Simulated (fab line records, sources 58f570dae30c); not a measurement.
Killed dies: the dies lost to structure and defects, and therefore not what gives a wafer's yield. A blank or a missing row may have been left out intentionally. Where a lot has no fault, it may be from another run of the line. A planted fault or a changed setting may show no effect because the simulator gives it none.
fab line records -- flow berkeleyCmos170
record: lots: 15, wafers: 45, lastDay: 12
route steps=331 shown PLDD@151 SPACER@174 PSD@176
lots that met no fault: taken from a fault-free run of the same line
startH: hours from the record's first day to the start of the lot's first wafer shown -- waitH: hours since the lot's step before -- " same as the row above -- L1.1+2: one row covering several wafers at once -- - either no value or no given start -- * or withheld: withheld -- < > ~ a bound
route shown NAME@n: a module of which the file shows steps, and the number in the route of the first -- usual: mean/standard deviation of fault-free wafers -- same: alike in all rows -- chamber/n: place in a boat -- sites: readings site by site -- _std_site: standard deviation across them -- _edge_site: outer sites' mean less inner sites' -- radiusMm: how far each site lies from the wafer's centre -- mask NAME#n: copy n -- behind: the most recent tool/chamber to have shaped the wafer -- hold: cause of the lot's hold/its duration in hours/its outcome -- device: transistor that didn't switch, given as n, p or np -- end of line: the route-end tests of the same wafers -- step lacking rows: just its recipe -- killed: dies that structure and defects cost at the first sort, which is not the same as the wafer's yield -- map: shows each die of a wafer: x if killed, . if not, _ if none is there
set.NAME: the setting that was run; set.NAME@STEP: the one run at that earlier step -- model.NAME: the simulator's own value behind a step, which no gauge read
one table for each step of the route and one row for each wafer, over a sample of lots
services: a tool's chamber out of use, with start hour (startH, from the record's first day; less than 0 if before it), hours out, and reason
== steps ==
step: UCB170_PLDD_CD_MEAS_06
recipe: targetCdNm: 1200
usual: cdNm: 1199.7/1.4
lot.wafer,tool,chamber,startH,waitH,cdNm
L783.1,cdSem-01,-,138.69,-,1198.5
L783.3,cdSem-01,-,138.69,-,1199.4
L783.5,cdSem-01,-,138.69,-,1200.2
L785.2,cdSem-02,-,146.99,-,1198.3
L785.3,cdSem-02,-,146.99,-,1199.3
L785.4,cdSem-02,-,146.99,-,1198.6
L787.2,cdSem-02,-,152.32,-,1200.1
L787.3,cdSem-02,-,152.32,-,1200.2
L787.5,cdSem-02,-,152.32,-,1200.4
L789.1,cdSem-01,-,172.58,-,1199.7
L789.2,cdSem-01,-,172.58,-,1199.8
L789.5,cdSem-01,-,172.58,-,1200.0
L788.1,cdSem-02,-,172.85,-,1197.7
L788.3,cdSem-02,-,172.85,-,1199.4
L788.6,cdSem-02,-,172.85,-,1198.9
L791.1,cdSem-01,-,176.94,-,1197.4
L791.4,cdSem-01,-,176.94,-,1197.2
L791.6,cdSem-01,-,176.94,-,1197.0
L792.2,cdSem-01,-,177.24,-,1200.1
L792.3,cdSem-01,-,177.24,-,1201.7
L792.5,cdSem-01,-,177.24,-,1201.2
L794.1,cdSem-02,-,198.38,-,1200.1
L794.5,cdSem-02,-,198.38,-,1199.4
L794.6,cdSem-02,-,198.38,-,1200.5
L797.1,cdSem-01,-,215.28,-,1197.7
L797.2,cdSem-01,-,215.28,-,1196.3
L797.4,cdSem-01,-,215.28,-,1196.1
L800.1,cdSem-01,-,217.21,-,1201.2
L800.4,cdSem-01,-,217.21,-,1200.8
L800.6,cdSem-01,-,217.21,-,1199.9
L799.1,cdSem-02,-,217.35,-,1196.1
L799.5,cdSem-02,-,217.35,-,1196.5
L799.6,cdSem-02,-,217.35,-,1197.2
L795.3,cdSem-02,-,217.67,-,1200.8
L795.5,cdSem-02,-,217.67,-,1202.8
L795.6,cdSem-02,-,217.67,-,1201.7
L798.4,cdSem-01,-,218.20,-,1200.0
L798.5,cdSem-01,-,218.20,-,1200.9
L798.6,cdSem-01,-,218.20,-,1200.9
L802.1,cdSem-02,-,222.49,-,1200.1
L802.3,cdSem-02,-,222.49,-,1200.4
L802.4,cdSem-02,-,222.49,-,1200.4
L803.1,cdSem-01,-,232.19,-,1199.8
L803.3,cdSem-01,-,232.19,-,1199.2
L803.4,cdSem-01,-,232.19,-,1200.4
step: UCB170_PLDD_TW_MEAS_11
usual: PLDD_TW: 1015/5.9
lot.wafer,tool,chamber,startH,waitH,PLDD_TW
L783.1,filmMetro-02,-,139.25,0.1,1017
L783.3,filmMetro-02,-,139.25,0.1,1020
L783.5,filmMetro-02,-,139.25,0.1,1018
L785.2,filmMetro-03,-,147.53,0.1,1004
L785.3,filmMetro-03,-,147.53,0.1,1005
L785.4,filmMetro-03,-,147.53,0.1,1008
L787.2,filmMetro-02,-,152.87,0.1,1015
L787.3,filmMetro-02,-,152.87,0.1,1011
L787.5,filmMetro-02,-,152.87,0.1,1017
L789.1,filmMetro-02,-,173.13,0.1,1021
L789.2,filmMetro-02,-,173.13,0.1,1023
L789.5,filmMetro-02,-,173.13,0.1,1016
L788.1,filmMetro-04,-,173.41,0.1,1012
L788.3,filmMetro-04,-,173.41,0.1,1011
L788.6,filmMetro-04,-,173.41,0.1,1020
L791.1,filmMetro-03,-,177.49,0.1,1010
L791.4,filmMetro-03,-,177.49,0.1,1014
L791.6,filmMetro-03,-,177.49,0.1,1010
L792.2,filmMetro-02,-,177.78,0.1,1015
L792.3,filmMetro-02,-,177.78,0.1,1013
L792.5,filmMetro-02,-,177.78,0.1,1018
L794.1,filmMetro-02,-,198.97,0.1,1030
L794.5,filmMetro-02,-,198.97,0.1,1030
L794.6,filmMetro-02,-,198.97,0.1,1028
L797.1,filmMetro-03,-,215.83,0.1,1006
L797.2,filmMetro-03,-,215.83,0.1,1007
L797.4,filmMetro-03,-,215.83,0.1,1007
L800.1,filmMetro-03,-,217.76,0.1,1014
L800.4,filmMetro-03,-,217.76,0.1,1016
L800.6,filmMetro-03,-,217.76,0.1,1007
L799.1,filmMetro-02,-,217.91,0.1,1021
L799.5,filmMetro-02,-,217.91,0.1,1020
L799.6,filmMetro-02,-,217.91,0.1,1015
L795.3,filmMetro-03,-,218.20,0.1,1014
L795.5,filmMetro-03,-,218.20,0.1,1013
L795.6,filmMetro-03,-,218.20,0.1,1007
L798.4,filmMetro-03,-,218.72,0.1,1012
L798.5,filmMetro-03,-,218.72,0.1,1016
L798.6,filmMetro-03,-,218.72,0.1,1014
L802.1,filmMetro-04,-,223.05,0.1,1024
L802.3,filmMetro-04,-,223.05,0.1,1024
L802.4,filmMetro-04,-,223.05,0.1,1019
L803.1,filmMetro-03,-,232.79,0.1,1014
L803.3,filmMetro-03,-,232.79,0.1,1014
L803.4,filmMetro-03,-,232.79,0.1,1011
step: UCB170_SPACER_ETCHBACK_03
recipe: stopOn: Si, target: SiO2, chemistry: CHF3/CF4/Ar, CHF3_flow_sccm: 50, cf4FlowSccm: 10, Ar_flow_sccm: 120, pressureMtorr: 200, rfW: 500, targetDepthA: 3760, timeS: 100
usual: drypumpMotorCurrentA: 5.8/0.49, oesProductAu: 0.900/0.021, throttleValvePct: 6.48/0.095
lot.wafer,tool,chamber,startH,waitH,drypumpMotorCurrentA,oesProductAu,rfHoursCounterH,throttleValvePct
L783.1,rieDiel-01,3,145.94,0.0,5.6,0.875,135,6.52
L783.3,rieDiel-01,0,145.94,0.0,5.6,0.926,66,6.44
L783.5,rieDiel-01,1,145.94,0.0,6.2,0.913,-,6.63
L785.2,rieDiel-01,0,153.65,0.0,5.6,0.921,66,6.45
L785.3,rieDiel-01,1,153.65,0.0,6.1,0.911,151,6.63
L785.4,rieDiel-01,3,153.65,0.0,5.7,0.883,135,6.52
L787.2,rieDiel-03,2,161.94,0.0,6.6,0.924,37,6.48
L787.3,rieDiel-03,0,161.94,0.0,5.3,0.906,17,6.48
L787.5,rieDiel-03,3,161.94,0.0,6.0,0.913,-,6.44
L788.1,rieDiel-03,2,180.63,0.0,6.6,0.927,37,6.46
L788.3,rieDiel-03,0,180.63,0.0,5.3,0.929,18,6.49
L788.6,rieDiel-03,1,180.63,0.0,5.9,0.900,-,6.44
L789.1,rieDiel-04,2,180.63,0.0,5.9,0.921,146,6.53
L789.2,rieDiel-04,3,180.63,0.0,6.2,0.879,113,6.37
L789.5,rieDiel-04,2,180.63,0.0,5.9,0.939,-,6.54
L791.1,rieDiel-04,3,183.84,0.0,6.2,0.897,113,6.38
L791.4,rieDiel-04,1,183.84,0.0,5.3,0.904,135,6.69
L791.6,rieDiel-04,0,183.84,0.0,5.1,0.879,-,6.44
L792.2,rieDiel-03,3,183.84,0.0,6.0,0.891,55,6.43
L792.3,rieDiel-03,0,183.84,0.0,5.2,0.917,18,6.47
L792.5,rieDiel-03,1,183.84,0.0,5.9,0.896,-,6.44
L794.1,rieDiel-01,1,205.20,0.0,6.2,0.902,1,6.63
L794.5,rieDiel-01,0,205.20,0.0,5.6,0.923,-,6.46
L794.6,rieDiel-01,1,205.20,0.0,6.2,0.910,-,6.63
L797.1,rieDiel-01,1,222.30,0.0,6.2,0.886,3,6.63
L797.2,rieDiel-01,0,222.30,0.0,5.6,0.928,70,6.42
L797.4,rieDiel-01,2,222.30,0.0,5.2,0.897,7,6.36
L795.3,rieDiel-01,1,225.61,0.0,6.2,0.899,3,6.62
L795.5,rieDiel-01,2,225.61,0.0,5.3,0.896,-,6.36
L795.6,rieDiel-01,1,225.61,0.0,6.2,0.904,-,6.62
L799.1,rieDiel-04,3,225.61,0.0,6.2,0.873,115,6.36
L799.5,rieDiel-04,1,225.61,0.0,5.3,0.880,-,6.69
L799.6,rieDiel-04,0,225.61,0.0,5.1,0.870,-,6.44
L800.1,rieDiel-03,2,225.61,0.0,6.6,0.892,39,6.45
L800.4,rieDiel-03,0,225.61,0.0,5.3,0.918,19,6.48
L800.6,rieDiel-03,3,225.61,0.0,6.0,0.916,-,6.43
L798.4,rieDiel-03,2,225.68,0.1,6.6,0.899,39,6.45
L798.5,rieDiel-03,2,225.68,0.1,6.7,0.914,-,6.45
L798.6,rieDiel-03,3,225.68,0.1,6.0,0.905,-,6.42
L802.1,rieDiel-04,2,229.96,0.0,5.9,0.933,0,6.56
L802.3,rieDiel-04,3,229.96,0.0,6.2,0.876,116,6.37
L802.4,rieDiel-04,1,229.96,0.0,5.3,0.903,137,6.67
L803.1,rieDiel-01,0,239.19,0.0,5.6,0.926,71,6.45
L803.3,rieDiel-01,1,239.19,0.0,6.2,0.912,3,6.63
L803.4,rieDiel-01,2,239.19,0.0,5.2,0.905,8,6.35
step: UCB170_PSD_COAT_01
recipe: resist: KrF, spinRpm: 1500, resistThkNm: 900
usual: chillPlateTempC: 23.00/0.12, dispensePressureKPa: 51.7/2, resistLineTempC: 23.00/0.094
lot.wafer,tool,chamber,startH,waitH,chillPlateTempC,dispensePressureKPa,resistLineTempC
L783.1,lithoTrack-03,0,146.16,0.1,22.95,49.4,23.08
L783.3,lithoTrack-03,0,146.16,0.1,23.07,49.4,22.97
L783.5,lithoTrack-03,0,146.16,0.1,22.93,49.4,22.97
L785.2,lithoTrack-01,0,153.91,0.1,22.90,52.0,22.93
L785.3,lithoTrack-01,0,153.91,0.1,22.90,52.0,22.85
L785.4,lithoTrack-01,0,153.91,0.1,23.01,52.0,22.79
L787.2,lithoTrack-01,0,162.37,0.1,22.94,52.0,22.98
L787.3,lithoTrack-01,0,162.37,0.1,23.02,52.0,23.00
L787.5,lithoTrack-01,0,162.37,0.1,23.18,52.0,23.06
L788.1,lithoTrack-03,-,180.85,0.1,-,-,-
L788.3,lithoTrack-03,-,180.85,0.1,-,-,-
L788.6,lithoTrack-03,-,180.85,0.1,-,-,-
L789.1,lithoTrack-01,-,180.85,0.1,-,-,-
L789.2,lithoTrack-01,-,180.85,0.1,-,-,-
L789.5,lithoTrack-01,-,180.85,0.1,-,-,-
L791.1,lithoTrack-03,-,184.57,0.1,-,-,-
L791.4,lithoTrack-03,-,184.57,0.1,-,-,-
L791.6,lithoTrack-03,-,184.57,0.1,-,-,-
L792.2,lithoTrack-04,0,184.71,0.1,22.89,54.0,22.79
L792.3,lithoTrack-04,0,184.71,0.1,23.01,54.1,22.94
L792.5,lithoTrack-04,0,184.71,0.1,22.71,54.0,22.95
L794.1,lithoTrack-01,0,205.43,0.1,23.05,51.9,23.01
L794.5,lithoTrack-01,0,205.43,0.1,23.11,51.9,22.87
L794.6,lithoTrack-01,0,205.43,0.1,22.97,51.9,23.01
L797.1,lithoTrack-04,0,222.52,0.1,23.04,54.0,23.07
L797.2,lithoTrack-04,0,222.52,0.1,22.95,54.1,23.04
L797.4,lithoTrack-04,0,222.52,0.1,22.88,54.1,23.02
L800.1,lithoTrack-03,0,225.83,0.1,23.01,49.4,23.18
L800.4,lithoTrack-03,0,225.83,0.1,23.18,49.4,23.00
L800.6,lithoTrack-03,0,225.83,0.1,23.12,49.4,23.17
L795.3,lithoTrack-01,0,226.07,0.1,23.10,51.9,22.98
L795.5,lithoTrack-01,0,226.07,0.1,23.11,51.9,22.93
L795.6,lithoTrack-01,0,226.07,0.1,23.05,51.9,23.01
L799.1,lithoTrack-04,0,226.14,0.1,23.06,54.0,22.87
L799.5,lithoTrack-04,0,226.14,0.1,22.99,54.0,22.95
L799.6,lithoTrack-04,0,226.14,0.1,22.76,54.1,22.95
L798.4,lithoTrack-03,0,226.35,0.1,22.94,49.4,23.01
L798.5,lithoTrack-03,0,226.35,0.1,22.93,49.4,23.05
L798.6,lithoTrack-03,0,226.35,0.1,23.02,49.4,22.94
L802.1,lithoTrack-03,0,230.18,0.1,23.20,49.4,23.20
L802.3,lithoTrack-03,0,230.18,0.1,23.10,49.4,23.13
L802.4,lithoTrack-03,0,230.18,0.1,23.11,49.4,23.27
L803.1,lithoTrack-04,0,239.64,0.1,23.02,54.1,22.96
L803.3,lithoTrack-04,0,239.64,0.1,23.17,54.0,22.91
L803.4,lithoTrack-04,0,239.64,0.1,23.13,54.0,22.90
step: UCB170_PSD_CD_MEAS_06
recipe: targetCdNm: 1200
usual: cdNm: 1199.5/1.8
lot.wafer,tool,chamber,startH,waitH,cdNm
L783.1,cdSem-01,-,146.85,-,1197.1
L783.3,cdSem-01,-,146.85,-,1198.6
L783.5,cdSem-01,-,146.85,-,1199.1
L785.2,cdSem-02,-,154.78,-,1199.0
L785.3,cdSem-02,-,154.78,-,1198.8
L785.4,cdSem-02,-,154.78,-,1200.4
L787.2,cdSem-02,-,163.38,-,1197.8
L787.3,cdSem-02,-,163.38,-,1198.9
L787.5,cdSem-02,-,163.38,-,1200.0
L789.1,cdSem-02,-,181.54,-,-
L789.2,cdSem-02,-,181.54,-,-
L789.5,cdSem-02,-,181.54,-,-
L788.1,cdSem-02,-,181.66,-,-
L788.3,cdSem-02,-,181.66,-,-
L788.6,cdSem-02,-,181.66,-,-
L791.1,cdSem-02,-,186.04,-,-
L791.4,cdSem-02,-,186.04,-,-
L791.6,cdSem-02,-,186.04,-,-
L792.2,cdSem-01,-,186.30,-,1202.4
L792.3,cdSem-01,-,186.30,-,1202.8
L792.5,cdSem-01,-,186.30,-,1203.3
L794.1,cdSem-02,-,206.73,-,1199.3
L794.5,cdSem-02,-,206.73,-,1199.1
L794.6,cdSem-02,-,206.73,-,1198.8
L797.1,cdSem-01,-,223.21,-,1199.0
L797.2,cdSem-01,-,223.21,-,1198.6
L797.4,cdSem-01,-,223.21,-,1198.6
L800.1,cdSem-01,-,226.85,-,1196.6
L800.4,cdSem-01,-,226.85,-,1195.3
L800.6,cdSem-01,-,226.85,-,1195.6
L795.3,cdSem-01,-,227.09,-,1197.5
L795.5,cdSem-01,-,227.09,-,1195.5
L795.6,cdSem-01,-,227.09,-,1196.8
L799.1,cdSem-02,-,227.13,-,1198.0
L799.5,cdSem-02,-,227.13,-,1199.4
L799.6,cdSem-02,-,227.13,-,1199.7
L798.4,cdSem-01,-,227.26,-,1199.8
L798.5,cdSem-01,-,227.26,-,1199.3
L798.6,cdSem-01,-,227.26,-,1197.9
L802.1,cdSem-01,-,231.05,-,1200.7
L802.3,cdSem-01,-,231.05,-,1199.4
L802.4,cdSem-01,-,231.05,-,1198.2
L803.1,cdSem-02,-,240.83,-,1198.3
L803.3,cdSem-02,-,240.83,-,1198.1
L803.4,cdSem-02,-,240.83,-,1197.9
== services ==
tool,chamber,startH,hours,kind
rieDiel-03,3,135.89,5.6,repair
lithoTrack-01,-,149.99,-,consumableReplace:filter
rieDiel-01,1,165.87,-,clean
rieDiel-01,1,165.87,16.3,scheduledDown
rieDiel-01,1,165.87,16.3,ventCycle
rieDiel-04,3,166.57,13.6,repair
lithoTrack-03,-,188.40,-,consumableReplace:filter
rieDiel-03,-,189.77,4.3,pm
rieDiel-03,1,194.10,-,clean
rieDiel-03,1,194.10,20.3,scheduledDown
rieDiel-03,1,194.10,20.3,ventCycle
rieDiel-04,2,210.61,-,clean
rieDiel-04,2,210.61,17.3,scheduledDown
rieDiel-04,2,210.61,17.3,ventCycle
== key ==
firstSign: step: UCB170_PSD_COAT_01, reading: toolRecord, direction: missing
effect: step: UCB170_PSD_CD_MEAS_06, reading: cdNm, direction: missing
metAt UCB170_PSD_COAT_01
struckLots L788,L789,L791
sortLeftOut L788.1,L788.3,L788.6,L789.1,L789.2,L789.5,L791.1,L791.4,L791.6
testerLeftOut L788,L789,L791
notActingAt UCB170_PLDD_CD_MEAS_06,UCB170_PLDD_TW_MEAS_11,UCB170_SPACER_ETCHBACK_03
onsetBetween 162.37 180.85
fault: kind: skippedStepWhole, tool: lithoTrack-01,lithoTrack-03, chamber: -, onsetH: 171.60, steps: UCB170_PSD_COAT_01, scope: struckLotsOnly
testerLeftOut: of these lots the tester's yield and bins aren't shown, on N5 and GAA mostly nor the transistor test; their killed dies are dies lost to structure and defects alone, not to doping, threshold or leakage, so they don't give the yield
sortLeftOut: the simulated sort isn't trusted on such a fault, so these wafers' sort isn't shown, and their yield isn't known
